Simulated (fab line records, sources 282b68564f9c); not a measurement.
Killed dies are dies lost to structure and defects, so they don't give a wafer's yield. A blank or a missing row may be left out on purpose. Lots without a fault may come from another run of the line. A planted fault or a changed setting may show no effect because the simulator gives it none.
Split-lot experiment | flow rit_cmos | 5 lots, 23 wafers read, on a route of 202 steps

THE SPLIT
At RIT_SILICIDE_SPUTTER_01 (material Ti, target thk 30 nm, time 240 s), the setting time_s was moved away from the recipe's 240 s on 8 of the 23 wafers read, by -12.1% to +12.4%. The other wafers ran this setting at the recipe's value.

FROM THE SPLIT TO THE READING: what the file shows between them, 1 step
- RIT_SILICIDE_RS_MEAS_02: measures by four-point-probe

THE READING
SILICIDE_TI_THK, in nm, at RIT_SILICIDE_THK_MEAS_03 (measures by xrf). Fault-free wafers of this fab line usually give 29.9 nm, standard deviation 0.38 nm.

wafer  | tool, chamber at the split | time_s as run, s | against the recipe | SILICIDE_TI_THK, nm | against lot-mates on the recipe
L075.1 | pvd_sputter-03, -          | 269.8            | +12.4%             | 33.7                | +4.1
L075.2 | pvd_sputter-03, -          | 269.8            | +12.4%             | 33.4                | +3.8
L075.4 | pvd_sputter-03, -          | 240              | recipe             | 29.6                | -
L075.5 | pvd_sputter-03, -          | 240              | recipe             | 29.7                | -
L075.6 | pvd_sputter-03, -          | 269.8            | +12.4%             | 33.3                | +3.6
L076.1 | pvd_sputter-04, -          | 240              | recipe             | 30.4                | -
L076.3 | pvd_sputter-04, -          | 260.7            | +8.6%              | 32.7                | +2.5
L076.4 | pvd_sputter-04, -          | 240              | recipe             | 30.1                | -
L076.5 | pvd_sputter-04, -          | 240              | recipe             | 30.1                | -
L076.6 | pvd_sputter-04, -          | 260.7            | +8.6%              | 33.1                | +2.9
L078.2 | pvd_sputter-03, -          | 240              | recipe             | 30.0                | -
L078.3 | pvd_sputter-03, -          | 240              | recipe             | 30.4                | -
L078.4 | pvd_sputter-03, -          | 240              | recipe             | 30.1                | -
L078.5 | pvd_sputter-03, -          | 240              | recipe             | 29.9                | -
L078.6 | pvd_sputter-03, -          | 240              | recipe             | 30.0                | -
L082.1 | pvd_sputter-03, -          | 240              | recipe             | 29.8                | -
L082.2 | pvd_sputter-03, -          | 240              | recipe             | 28.9                | -
L082.6 | pvd_sputter-03, -          | 240              | recipe             | 29.7                | -
L083.1 | pvd_sputter-01, -          | 211              | -12.1%             | 26.8                | -3.8
L083.2 | pvd_sputter-01, -          | 240              | recipe             | 31.2                | -
L083.3 | pvd_sputter-01, -          | 211              | -12.1%             | 26.7                | -3.9
L083.5 | pvd_sputter-01, -          | 211              | -12.1%             | 27.3                | -3.3
L083.6 | pvd_sputter-01, -          | 240              | recipe             | 30.1                | -

THE FIT
A straight line over all 23 wafers: SILICIDE_TI_THK changes by +0.275 nm for each +1% of time_s; r = +0.97; the points scatter about the line by 0.46 nm.
The same after taking each lot's own level away (the mean of its wafers on the recipe; 23 wafers): +0.308 nm for each +1%; r = +0.99; scatter 0.28 nm.
On that fit, the largest move of time_s shifts the reading by 3.8 nm.
The lots' own levels span 29.47 to 30.65 nm, that is 3.1 times the standard deviation above.
So the lot-to-lot level changes the slope: the two fits differ.
Check: with one of the wafers moved furthest among these (+12.4%) left out of the fit, the line predicts +3.78 nm for it against its lot-mates. It came out at +4.05 nm against them.

OTHER SPLITS ON THESE WAFERS
These wafers also went through other splits before the reading. Each is held against what the fit with the lots' levels taken away leaves over:
other split on the same wafers | wafers away from the commonest value | r with SILICIDE_TI_THK (lot level and that fit taken away)
RIT_NSD_IMPLANT_08 energy_kev  | 10                                   | -0.12

THE WHOLE CHAIN: every reading that the file lists as answering this split, in the file's order
step                     | what it does                              | reading                                                                           | change (the file's fit)              | r (the file's)
RIT_SILICIDE_SPUTTER_01  | material Ti, target thk 30 nm, time 240 s | Ti_of_SILICIDE_SPUTTER_01.thk_nm (the simulator's own value, which no gauge read) | +0.31 nm for each +1% of the setting | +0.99
RIT_SILICIDE_RS_MEAS_02  | measures by four-point-probe              | SILICIDE_TI_RS                                                                    | -0.608 for each +1% of the setting   | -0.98
RIT_SILICIDE_THK_MEAS_03 | measures by xrf                           | SILICIDE_TI_THK                                                                   | +0.309 for each +1% of the setting   | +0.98

THE FILE'S OWN FIT
SILICIDE_TI_THK changes by +0.309 nm for each +1% of time_s, r = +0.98.
